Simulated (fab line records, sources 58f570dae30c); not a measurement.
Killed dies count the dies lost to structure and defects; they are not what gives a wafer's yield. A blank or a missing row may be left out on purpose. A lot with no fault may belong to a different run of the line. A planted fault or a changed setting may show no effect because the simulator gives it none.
Struck lot and sound lot, side by side ; flow berkeley-cmos170 ; 4 steps out of a route of 331
Sound: wafers L424.2, L424.3, L424.6. Struck: wafers L421.4, L421.5, L421.6. The cause is given at the end.
Per side, at each step with rows, come the tool, then ch with its chambers, and then its first start. Under that, the readings that differ: sound wafers ; struck wafers ; difference of the means ; sigmas: that difference in standard deviations of wafers without a fault.
alike: a reading whose means differ by less than 2 such deviations, as well as words and numbers matching on both sides. not compared: withheld readings; readings where some wafer has no value; bounds like >300 that might hide an equal value; numbers whose values overlap and for which the record gives no deviation.
A row with sigmas, a row that says differs or no value, or rows on one side alone: a step with any of these is where the two part. Numbers that don't overlap but have no deviation are shown without sigmas and don't part them. A reading that every wafer of one side lacks parts them only if that side has two wafers or more.

UCB170_START_BOW_MEAS_00:
  struck on film-metro-02, day 2 11:04; sound on film-metro-01, day 3 02:01
  alike: INCOMING_BOW
UCB170_START_CLEAN_01: cleans in dHF, time 60 s.
  sound on wet-bench-02 ch 3, day 3 02:07; struck on wet-bench-02 ch 0, day 2 11:31
  no value came back on the struck wafers for run-length-s (s), time-s (s); on the sound wafers run-length-s (s) reads 94 94 94
then, 1 step without rows for these wafers: UCB170_START_OXIDATION_02 (target thk 20 nm, ox time 1800 s).
-- the record jumps here: 7 days lie between the struck wafers' starts before and after (it left off in module START and takes up again in module M3, whose first step shown is number 331 of the route) --
UCB170_M3_PROBE_99:
  record: rows for the struck wafers here (prober-02, day 9 03:41), none for the sound ones

WHERE THEY PART
At UCB170_START_CLEAN_01 first; at UCB170_M3_PROBE_99 last (within this record only).

WHY: the cause the simulator had injected
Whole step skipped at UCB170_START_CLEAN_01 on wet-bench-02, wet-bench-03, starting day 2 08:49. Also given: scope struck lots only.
